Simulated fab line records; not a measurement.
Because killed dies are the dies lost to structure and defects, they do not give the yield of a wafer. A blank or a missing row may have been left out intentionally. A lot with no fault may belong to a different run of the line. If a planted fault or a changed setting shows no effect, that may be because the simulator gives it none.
A single fault, viewed from 2 desks + flow berkeleyCmos170 + only its own numbers are on each desk; what lay behind them is given at the end

== DESK OF THE TOOL OWNER: lithoTrack-01 ==
Per lot that ran on this tool, the mean of the sampled wafers carrying a number, from the tool's own readings at UCB170_M3_SOFTBAKE_11 (time 60 s). Marked OUT: a lot whose mean sits more than 4 standard deviations from the usual mean, which makes it out of limits; the brackets give that distance.
Columns: A = heaterPowerTotalW at UCB170_M3_SOFTBAKE_11, usual 56.80 W; B = plateTempC at UCB170_M3_SOFTBAKE_11, usual 129.98 C
| lot  | first seen here | A                       | B                |
|------|-----------------|-------------------------|------------------|
| L343 | day 8 13:00     | 56.82                   | 129.96           |
| L345 | day 9 00:00     | 56.83                   | 130.00           |
| L347 | day 9 18:00     | 56.76                   | 129.96           |
| L352 | day 10 06:00    | 63.91 (+99 or more) OUT | 142.48 (+96) OUT |
| L350 | day 10 07:00    | 63.93 (+99 or more) OUT | 142.47 (+96) OUT |
| L353 | day 10 16:00    | 63.95 (+99 or more) OUT | 142.27 (+95) OUT |
This desk finds L350, L352, L353 out of limits, L352 being first, at day 10 06:00 (heaterPowerTotalW at UCB170_M3_SOFTBAKE_11). L343, L345, L347: within limits.

== AT THE METROLOGY DESK ==
What the gauges read for every lot (on any tool): the sampled wafers with a number, averaged. Marked OUT: a lot whose mean sits more than 4 standard deviations from the usual mean, which makes it out of limits; the brackets give that distance.
Columns: A = cdNm at UCB170_M3_CD_MEAS_15, usual 700.2 nm
| lot  | first seen here | A               |
|------|-----------------|-----------------|
| L339 | day 7 18:07     | 699.3           |
| L340 | day 8 03:34     | 699.2           |
| L343 | day 8 14:29     | 701.2           |
| L341 | day 8 20:09     | 701.6           |
| L342 | day 9 00:43     | 699.0           |
| L345 | day 9 01:20     | 701.4           |
| L347 | day 9 19:29     | 697.7           |
| L352 | day 10 07:07    | 661.2 (-30) OUT |
| L350 | day 10 08:34    | 670.4 (-23) OUT |
| L353 | day 10 17:22    | 676.0 (-19) OUT |
| L355 | day 10 19:45    | 700.9           |
| L356 | day 11 07:28    | 699.8           |
| L357 | day 11 07:52    | 699.9           |
| L359 | day 11 21:18    | 702.4           |
| L360 | day 12 03:41    | 698.7           |
This desk finds L350, L352, L353 out of limits, L352 being first, at day 10 07:07 (cdNm at UCB170_M3_CD_MEAS_15). L339, L340, L343, L341, L342, L345, L347, L355, L356, L357, L359, L360: within limits.

== ALL TOGETHER ==
The tool owner's desk had the chance to raise an alarm at day 10 06:00 on L350, L352, L353.
At day 10 07:07 the metrology desk could have sounded an alarm, on L350, L352, L353.
UCB170_M3_SOFTBAKE_11 was run on lithoTrack-01 by each of the lots named.

== WHAT THE SIMULATOR HAD INSERTED ==
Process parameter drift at UCB170_M3_SOFTBAKE_11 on lithoTrack-01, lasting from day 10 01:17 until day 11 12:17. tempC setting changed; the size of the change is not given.
Shown lots that were struck: L350, L352, L353.
Fault start to first reading out of limits, in hours, per desk: tool owner, 5; metrology, 6.
